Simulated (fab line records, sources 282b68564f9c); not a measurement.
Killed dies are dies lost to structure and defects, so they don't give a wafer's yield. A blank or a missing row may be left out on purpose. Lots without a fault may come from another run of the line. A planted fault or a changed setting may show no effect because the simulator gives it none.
Problem report in the 8D (eight disciplines) form, filled by code | flow rit_cmos | the parts of the form that need people (team, actions taken, sign-off) are left out

1. THE PROBLEM
SILICIDE_TI_RS at RIT_SILICIDE_RS_MEAS_02 reads a mean of 172.1 ohm/sq on 6 wafers of 2 lots; wafers without a fault read 47.9 ohm/sq with a standard deviation of 0.58. That is +99 or more standard deviations from the usual mean.
The step: measures by four-point-probe.
First seen on wafer L810.1, day 5 04:22, on film_metro-04. The record holds 42 wafers of 14 lots with a number at this step. Rule for "out", or "out of limits": more than 4 standard deviations from the usual mean. The other wafers with a number count as sound.

2. WHAT IT IS AND WHAT IT IS NOT
question                    | is                     | is not
which readings at this step | SILICIDE_TI_RS         | -
which lots                  | L810, L812             | L801, L802, L803, L804, L805, L806, L814, L817, L818, L820, L823, L824
which wafers of those lots  | all that have a number | -
read on which gauges        | film_metro-04          | film_metro-01, film_metro-02
when                        | from day 5 04:22       | up to then (18 sound wafers); but 18 sound wafers of L814, L817, L818, L820, L823, L824 came after

3. SUSPECTS, AND WHAT RULES EACH OUT
Counting: a tool at a process step up to the reading stays a suspect if it ran every lot that is out and no sound lot after the first of them.
- the gauge at RIT_SILICIDE_RS_MEAS_02: kept. All the wafers that are out were read on film_metro-04, and no step on other tools shows them out.
- pvd_sputter-02 at RIT_SILICIDE_SPUTTER_01 (material Ti, target thk 30 nm, time 240 s): kept. It ran every lot that is out, first L810 (day 5 04:13), and no sound lot after that; its last sound lot up to then is L804 (day 3 19:39).
Left after counting: pvd_sputter-02 at RIT_SILICIDE_SPUTTER_01, film_metro-04 at RIT_SILICIDE_RS_MEAS_02.

4. THE CAUSE (what the simulator had put in)
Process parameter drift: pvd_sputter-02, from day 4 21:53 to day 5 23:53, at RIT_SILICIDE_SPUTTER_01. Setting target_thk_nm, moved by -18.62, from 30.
Counting left 2 suspects, and this tool is among them.

5. THE CHAIN OF EFFECTS, in route order
Each row: a reading whose mean over the struck wafers that have a number lies more than 3 standard deviations from the usual. Only readings for which the record gives a usual standard deviation are gone through. hours: the time from each lot's start at the first step in this table that gives one to its start at this step, as a median over the lots. sigmas: the change in usual standard deviations.
hours | step                     | reading         | usual       | on struck wafers | change | sigmas
0     | RIT_SILICIDE_RS_MEAS_02  | SILICIDE_TI_RS  | 47.9 ohm/sq | 172.1            | +124.2 | +99 or more
0     | RIT_SILICIDE_THK_MEAS_03 | SILICIDE_TI_THK | 30.6 nm     | 11.4             | -19.2  | -58

6. WHAT WOULD HAVE CAUGHT IT SOONER
In this record the first reading out of limits at a measuring or inspecting step was taken at day 5 04:22, 6 hours after the fault began at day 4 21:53.
Of the tool readings at RIT_SILICIDE_SPUTTER_01 for which the record gives a usual standard deviation, none was out on any struck wafer, so an alarm limit of 4 standard deviations on them would not have fired.
Of the lots that are out (2), L812 began RIT_SILICIDE_SPUTTER_01 on pvd_sputter-02 after day 5 04:22. A hold on the tool at that time would have spared it.
